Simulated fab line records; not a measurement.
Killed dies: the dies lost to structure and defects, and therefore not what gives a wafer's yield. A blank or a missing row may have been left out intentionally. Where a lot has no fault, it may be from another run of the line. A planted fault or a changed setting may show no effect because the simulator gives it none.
A struck lot beside a sound one -- flow ritCmos -- 27 steps out of a route of 202
Sound: wafers L683.2, L683.3, L683.4. Struck: wafers L675.3, L675.4, L675.5. At the end, the cause is stated.
Each step with rows lists, per side, the tool, then ch with its chambers, then its first start. Under that, the readings that differ: sound wafers -- struck wafers -- difference of the means -- sigmas: that difference in standard deviations of wafers without a fault.
alike: readings whose means differ by less than 2 such deviations, and words and numbers that are the same on both sides. not compared: withheld readings, readings that some wafer has no value for, bounds like >300 that may hide the same value, and numbers for which the record gives no deviation and whose values overlap.
The two part at a step that has a row with sigmas, a row that says differs or no value, or rows on one side only. When numbers do not overlap yet have no deviation, they are printed without sigmas and do not part them. A reading missing from all wafers of one side parts the sides only when that side holds two or more wafers.

RIT_ACTIVE_BOW_MEAS_00:
  struck on filmMetro-01, day 2 21:02; sound on filmMetro-03, day 4 13:01
  alike: INCOMING_BOW
then, 1 step without rows for these wafers: RIT_ACTIVE_OXIDATION_01 (target thk 46.8 nm, ox time 3360 s).
RIT_ACTIVE_THK_MEAS_02:
  struck on filmMetro-03, day 2 23:46; sound on filmMetro-03, day 4 15:04
  alike: ACTIVE_OXIDE_THK
RIT_ACTIVE_CVD_03: deposits Si3N4 from SiH2Cl2/NH3, target thk 150 nm, time 1500 s.
  sound on lpcvd-02 ch 1, day 4 15:07; struck on lpcvd-01 ch 0, day 3 00:18
reading,sound,struck,difference,sigmas
spikeTcSourceC (C),833.7 834.3 835.3,831.5 830.7 832.0,-3.0,-2
model.Si3N4_of_ACTIVE_CVD_03.thkNm (nm),151.2 150.9 151.5,125.1 124.8 125.7,-26.0,
  alike: zonePowerSourcePct
RIT_ACTIVE_THK_MEAS_04:
  struck on filmMetro-02, day 3 01:44; sound on filmMetro-03, day 4 16:32
reading,sound,struck,difference,sigmas
ACTIVE_NITRIDE_THK (nm),151.3 150.8 151.5,125.2 124.9 125.7,-25.9,-16
then, 6 steps without rows for these wafers: RIT_ACTIVE_HMDS_05 (prime time 60 s); RIT_ACTIVE_COAT_06 (resist thk 1000 nm); RIT_ACTIVE_SOFTBAKE_07 (time 60 s); RIT_ACTIVE_EXPOSE_08 (exposes mask M1, target cd 1400 nm); RIT_ACTIVE_PEB_09; RIT_ACTIVE_DEVELOP_10 (develop time 51.44 s).
RIT_ACTIVE_CD_MEAS_11: target cd 1400 nm.
  struck on cdSem-01, day 3 02:47; sound on cdSem-01, day 4 17:28
reading,sound,struck,difference,sigmas
cdNm (nm),1405.1 1403.4 1405.3,1396.7 1398.2 1399.5,-6.5,-3
then, 1 step without rows for these wafers: RIT_ACTIVE_HARDBAKE_12 (time 60 s).
RIT_ACTIVE_ETCH_13: etches Si3N4 in SF6, stops on SiO2, time 210 s, target depth 210 nm.
  sound on rieDiel-01 ch 0,1,2, day 4 17:43; struck on rieDiel-04 ch 0,1,3, day 3 03:01
reading,sound,struck,difference,sigmas
oesProductAu (a.u.),0.813 0.838 0.825,0.769 0.749 0.752,-0.069,-5
model.ACTIVE.featureDepthNm (nm),151.2 151 151.5,126.5 124.8 125.9,-25.5,
model.etch.depthNm (nm),151.2 150.9 151.5,125.1 124.8 125.7,-26.0,
  alike: drypumpMotorCurrentA, throttleValvePct
  not compared: rfHoursCounterH
RIT_ACTIVE_STRIP_14: strips in O2, time 180 s.
  sound on plasmaAsher-02 ch 0,1, day 4 17:50; struck on plasmaAsher-02 ch 0,1, day 3 03:13
  alike: drypumpMotorCurrentA
  not compared: rfHoursCounterH
RIT_ACTIVE_CD_MEAS_90: target cd 1400 nm.
  struck on cdSem-02, day 3 03:22; sound on cdSem-01, day 4 18:02
reading,sound,struck,difference,sigmas
cdNm (nm),1404.9 1403.2 1405.5,1396.8 1398.4 1398.8,-6.5,-3
then, 4 steps without rows for these wafers: RIT_ACTIVE_CLEAN_15 (cleans in SC1, time 600 s); RIT_ACTIVE_CLEAN_16 (cleans in dHF, time 30 s); RIT_ACTIVE_CLEAN_17 (cleans in SC2, time 600 s); RIT_FOX1_OXIDATION_00 (target thk 350.7 nm, ox time 1130 s).
RIT_FOX1_THK_MEAS_01:
  struck on filmMetro-04, day 3 05:38; sound on filmMetro-02, day 4 19:50
  alike: FOX1_OXIDE_THK
then, 2 steps without rows for these wafers: RIT_FOX1_WET_ETCH_02 (etches SiO2 in BOE, target depth 350 nm, time 390 s); RIT_FOX2_OXIDATION_00 (target thk 350.7 nm, ox time 1130 s).
RIT_FOX2_THK_MEAS_01:
  struck on filmMetro-04, day 3 07:15; sound on filmMetro-01, day 4 21:19
  alike: FOX2_OXIDE_THK
RIT_FOX2_CLEAN_02: cleans in dHF, time 171.4 s.
  sound on wetBench-01 ch 0, day 4 21:22; struck on wetBench-03 ch 2, day 3 07:17
reading,sound,struck,difference,sigmas
model.Si3N4_of_ACTIVE_CVD_03.thkNm (nm),131.9 131.6 132.2,106 105.7 106.5,-26,
then, 1 step without rows for these wafers: RIT_FOX2_WET_ETCH_03 (etches Si3N4 in H3PO4, target depth 195 nm, time 2700 s).
RIT_M1_PROBE_99:
  struck on prober-01, day 5 01:02; sound on prober-01, day 6 11:27
reading,sound,struck,difference,sigmas
model.etest.pldd.widthNm (nm),3184 3188 3165,3122 3137 3111,-56,
model.etest.nldd.widthNm (nm),3179 3162 3190,3115 3130 3127,-53,
model.etest.pplusSal.widthNm (nm),3445 3436 3441,3410 3420 3401,-30,
  alike: killedAtContacts, killedAtFrontEnd, killedDies, killedOnRim, killedOpen, killedShort
  not compared: model.etest.nplusSal.widthNm

== WHERE THEY PART ==
Last at RIT_ACTIVE_CD_MEAS_90 as far as this record goes, first at RIT_ACTIVE_CVD_03. Later steps at which nothing parts them and some readings are alike: RIT_FOX1_THK_MEAS_01, RIT_FOX2_THK_MEAS_01, RIT_M1_PROBE_99.

WHY: whatever the simulator had introduced
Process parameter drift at RIT_ACTIVE_CVD_03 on lpcvd-01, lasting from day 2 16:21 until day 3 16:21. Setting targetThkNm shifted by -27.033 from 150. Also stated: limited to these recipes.
